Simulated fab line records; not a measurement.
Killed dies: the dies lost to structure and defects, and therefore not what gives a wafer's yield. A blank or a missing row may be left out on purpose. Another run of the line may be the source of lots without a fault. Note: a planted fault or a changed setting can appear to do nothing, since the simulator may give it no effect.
What tool caused it? / flow berkeley_cmos170 / 14 lots, 42 wafers sampled, at 3 steps of a route of 331

== WHAT EACH GAUGE READ, for each wafer ==
UCB170_PLDD_TW_MEAS_11. Usual: for PLDD_TW the level is 1000 and the standard deviation is 6.2.
lot=L541; measured=day 7 10:24; on=film_metro-03; PLDD_TW=997 986 988; flag=
lot=L543; measured=day 7 18:39; on=film_metro-03; PLDD_TW=987 994 990; flag=
lot=L544; measured=day 7 18:56; on=film_metro-03; PLDD_TW=992 992 995; flag=
lot=L545; measured=day 8 14:19; on=film_metro-01; PLDD_TW=999 1001 1004; flag=
lot=L547; measured=day 8 14:46; on=film_metro-01; PLDD_TW=1008 1005 1004; flag=
lot=L546; measured=day 8 14:57; on=film_metro-02; PLDD_TW=958 955 957 959 958 951; flag=OFF
lot=L548; measured=day 8 15:11; on=film_metro-01; PLDD_TW=1003 1001 999; flag=
lot=L550; measured=day 9 09:26; on=film_metro-02; PLDD_TW=958 957 959 957 959 951; flag=OFF
lot=L558; measured=day 11 18:46; on=film_metro-03; PLDD_TW=998 1000 990; flag=
lot=L559; measured=day 11 19:11; on=film_metro-03; PLDD_TW=993 1001 992; flag=
lot=L561; measured=day 11 22:04; on=film_metro-01; PLDD_TW=1009 1007 1007; flag=
lot=L562; measured=day 11 22:20; on=film_metro-02; PLDD_TW=1002 1007 1003; flag=
lot=L564; measured=day 12 09:47; on=film_metro-03; PLDD_TW=985 989 995; flag=
lot=L563; measured=day 12 10:11; on=film_metro-01; PLDD_TW=1006 1002 1000; flag=

UCB170_SDANNEAL_RS_MEAS_04: the measuring method here is four-point-probe. Usual: for PLDD_RS the level is 1030 ohm/sq and the standard deviation is 3.6.
lot=L541; measured=day 8 05:05; on=film_metro-02; PLDD_RS (ohm/sq)=1031 1031 1031; flag=
lot=L543; measured=day 8 11:04; on=film_metro-02; PLDD_RS (ohm/sq)=1037 1033 1034; flag=
lot=L544; measured=day 8 11:28; on=film_metro-01; PLDD_RS (ohm/sq)=1027 1027 1028; flag=
lot=L545; measured=day 9 08:32; on=film_metro-01; PLDD_RS (ohm/sq)=1029 1026 1027; flag=
lot=L547; measured=day 9 08:42; on=film_metro-03; PLDD_RS (ohm/sq)=1030 1029 1028; flag=
lot=L546; measured=day 9 07:32; on=film_metro-01; PLDD_RS (ohm/sq)=1156 1159 1156 1156 1158 1157; flag=OFF
lot=L548; measured=day 9 08:06; on=film_metro-03; PLDD_RS (ohm/sq)=1032 1032 1034; flag=
lot=L550; measured=day 10 04:45; on=film_metro-02; PLDD_RS (ohm/sq)=1166 1170 1164 1166 1166 1164; flag=OFF
lot=L558; measured=day 12 11:27; on=film_metro-01; PLDD_RS (ohm/sq)=1025 1027 1025; flag=
lot=L559; measured=day 12 11:20; on=film_metro-03; PLDD_RS (ohm/sq)=1031 1028 1032; flag=
lot=L561; measured=day 12 11:56; on=film_metro-01; PLDD_RS (ohm/sq)=1034 1032 1035; flag=
lot=L562; measured=day 12 12:37; on=film_metro-01; PLDD_RS (ohm/sq)=1025 1026 1029; flag=
lot=L564; measured=day 12 22:42; on=film_metro-01; PLDD_RS (ohm/sq)=1028 1030 1026; flag=
lot=L563; measured=day 12 23:19; on=film_metro-01; PLDD_RS (ohm/sq)=1028 1027 1027; flag=

== EACH LOT AND THE TOOL THAT RAN IT (in order: tool; ch and the chambers of the sampled wafers; start) ==
lot=L541; UCB170_PLDD_IMPLANT_09=implanter-04 ch 0, day 7 10:09
lot=L543; UCB170_PLDD_IMPLANT_09=implanter-01 ch 0, day 7 18:26
lot=L544; UCB170_PLDD_IMPLANT_09=implanter-04 ch 0, day 7 18:41
lot=L545; UCB170_PLDD_IMPLANT_09=implanter-04 ch 0, day 8 14:05
lot=L547; UCB170_PLDD_IMPLANT_09=implanter-01 ch 0, day 8 14:34
lot=L546; UCB170_PLDD_IMPLANT_09=implanter-04 ch 0, day 8 14:42
lot=L548; UCB170_PLDD_IMPLANT_09=implanter-02 ch 0, day 8 14:56
lot=L550; UCB170_PLDD_IMPLANT_09=implanter-04 ch 0, day 9 09:13
lot=L558; UCB170_PLDD_IMPLANT_09=implanter-04 ch 0, day 11 18:31
lot=L559; UCB170_PLDD_IMPLANT_09=implanter-02 ch 0, day 11 18:56
lot=L561; UCB170_PLDD_IMPLANT_09=implanter-02 ch 0, day 11 21:49
lot=L562; UCB170_PLDD_IMPLANT_09=implanter-04 ch 0, day 11 22:05
lot=L564; UCB170_PLDD_IMPLANT_09=implanter-01 ch 0, day 12 09:32
lot=L563; UCB170_PLDD_IMPLANT_09=implanter-04 ch 0, day 12 09:57
- UCB170_PLDD_IMPLANT_09

== AS READ BY THE TOOLS THEMSELVES (means over the sampled wafers that have a number; for cases with no such wafer, the mark the record gives instead) ==
UCB170_PLDD_IMPLANT_09. Usual: dose_ions_cm2 5e+13, standard deviation 5.9e+10; faraday_current_uA 159, standard deviation 3.1; tilt_deg 7.001 degrees, standard deviation 0.024.
lot=L541; tool=implanter-04; dose_ions_cm2=5e+13; faraday_current_uA=161; tilt_deg (degrees)=7.016; flag=
lot=L543; tool=implanter-01; dose_ions_cm2=5e+13; faraday_current_uA=161; tilt_deg (degrees)=7.022; flag=
lot=L544; tool=implanter-04; dose_ions_cm2=5e+13; faraday_current_uA=158; tilt_deg (degrees)=7.015; flag=
lot=L545; tool=implanter-04; dose_ions_cm2=5e+13; faraday_current_uA=159; tilt_deg (degrees)=7.006; flag=
lot=L547; tool=implanter-01; dose_ions_cm2=5e+13; faraday_current_uA=160; tilt_deg (degrees)=6.959; flag=
lot=L546; tool=implanter-04; dose_ions_cm2=4e+13; faraday_current_uA=115; tilt_deg (degrees)=7.006; flag=OFF
lot=L548; tool=implanter-02; dose_ions_cm2=5e+13; faraday_current_uA=160; tilt_deg (degrees)=7.028; flag=
lot=L550; tool=implanter-04; dose_ions_cm2=4e+13; faraday_current_uA=114; tilt_deg (degrees)=7.003; flag=OFF
lot=L558; tool=implanter-04; dose_ions_cm2=5e+13; faraday_current_uA=158; tilt_deg (degrees)=6.993; flag=
lot=L559; tool=implanter-02; dose_ions_cm2=5e+13; faraday_current_uA=160; tilt_deg (degrees)=7.002; flag=
lot=L561; tool=implanter-02; dose_ions_cm2=5e+13; faraday_current_uA=162; tilt_deg (degrees)=7.023; flag=
lot=L562; tool=implanter-04; dose_ions_cm2=5e+13; faraday_current_uA=155; tilt_deg (degrees)=6.953; flag=
lot=L564; tool=implanter-01; dose_ions_cm2=5e+13; faraday_current_uA=156; tilt_deg (degrees)=7.009; flag=
lot=L563; tool=implanter-04; dose_ions_cm2=5e+13; faraday_current_uA=159; tilt_deg (degrees)=7.011; flag=

== THE ANSWER, worked out from the rows above alone ==
Rule: a lot is off if the mean of its wafers that have a number lies more than 3 standard deviations from the usual mean. A lot without any number at a reading at which 4 lots or more have one is off too. Where the step has rows for the other lots, those lots are counted as sound. First the gauges in route order, then the tools' own readings, where a lot's mean is used as printed above. The first step at which some lot is off is used, and at that step the reading that is off furthest; a lot without a number counts as furthest.
Off: at UCB170_PLDD_TW_MEAS_11 (PLDD_TW), L546, L550.
If a tool, at a process step before that reading, ran all the lots that are off and no sound lot after the first of them, it fits. Not tried: the gauges at UCB170_PLDD_TW_MEAS_11; whatever is off there is also off at UCB170_PLDD_IMPLANT_09, on other tools, and gauge error can't account for it. No candidate that was tried fits.

== WHAT WAS PUT IN BY THE SIMULATOR ==
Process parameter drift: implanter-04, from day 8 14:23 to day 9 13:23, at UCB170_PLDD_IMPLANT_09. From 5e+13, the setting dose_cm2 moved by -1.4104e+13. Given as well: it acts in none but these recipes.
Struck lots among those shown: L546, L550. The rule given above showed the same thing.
